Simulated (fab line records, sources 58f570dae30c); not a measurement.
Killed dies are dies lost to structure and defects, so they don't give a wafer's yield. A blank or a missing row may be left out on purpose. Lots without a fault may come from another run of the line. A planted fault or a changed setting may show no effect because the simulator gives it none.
Which tool did it? | flow berkeley_cmos170 | 7 lots, 21 wafers sampled, at 3 steps of a route of 331

WHAT THE GAUGES READ, wafer by wafer
UCB170_M3_RS_MEAS_02: measures by four-point-probe.
lot  | measured     | on            | M3_AL_RS (ohm/sq)
L685 | day 8 11:31  | film_metro-03 | 0.0320 0.0321 0.0322
L689 | day 8 12:26  | film_metro-03 | 0.0324 0.0321 0.0326
L691 | day 9 12:49  | film_metro-01 | 0.0325 0.0324 0.0319
L697 | day 10 07:20 | film_metro-03 | 0.0160 0.0161 0.0161
L693 | day 11 00:22 | film_metro-02 | 0.0317 0.0325 0.0321
L701 | day 11 14:10 | film_metro-02 | 0.0327 0.0326 0.0321
L704 | day 12 15:32 | film_metro-02 | 0.0321 0.0320 0.0321

WHICH TOOL RAN EACH LOT (tool, then ch and the chambers of the sampled wafers, then the start)
lot  | UCB170_M2_STRIP_19                   | UCB170_M3_SPUTTER_01
L685 | plasma_asher-04 ch 0,1, day 8 08:50  | pvd_sputter-02, day 8 11:23
L689 | plasma_asher-03 ch 0,1, day 8 09:26  | pvd_sputter-02, day 8 12:22
L691 | plasma_asher-03 ch 0,1, day 9 09:59  | pvd_sputter-02, day 9 12:44
L697 | plasma_asher-03 ch 0,1, day 10 04:20 | pvd_sputter-04, day 10 07:01
L693 | plasma_asher-04 ch 1, day 10 17:54   | pvd_sputter-04, day 11 00:17
L701 | plasma_asher-04 ch 0,1, day 11 11:10 | pvd_sputter-04, day 11 14:04
L704 | plasma_asher-01 ch 0,1, day 12 12:20 | pvd_sputter-02, day 12 15:25
- UCB170_M2_STRIP_19: strips in O2.
- UCB170_M3_SPUTTER_01: material Al, target thk 900 nm, time 120 s.

THE ANSWER, worked out from the rows above alone
Rule: what is usual is taken from the lots themselves. Put in order of their means at a reading, lots are off if they are a third of the lots or fewer, leave a main group of 4 or more, and stand apart from it by a gap of 3 or more times the standard deviation of the main group's means; of several such gaps the widest counts. A main group whose means are all the same, to the digits that the tables above print for the reading, isn't used. A lot without any number at a reading at which 4 lots or more have one is off too. The other lots that the step has rows for count as sound.
Off: L697, at UCB170_M3_RS_MEAS_02 (M3_AL_RS). The main group: mean 0.0322 ohm/sq, standard deviation 0.00015.
A tool fits if, at a process step before that reading, it ran every lot that is off, and no sound lot after the first of them. The gauges at UCB170_M3_RS_MEAS_02 are tried like those tools. Can't be told from this: 2 tools fit, plasma_asher-03 at UCB170_M2_STRIP_19, film_metro-03 at UCB170_M3_RS_MEAS_02.

WHAT THE SIMULATOR HAD PUT IN
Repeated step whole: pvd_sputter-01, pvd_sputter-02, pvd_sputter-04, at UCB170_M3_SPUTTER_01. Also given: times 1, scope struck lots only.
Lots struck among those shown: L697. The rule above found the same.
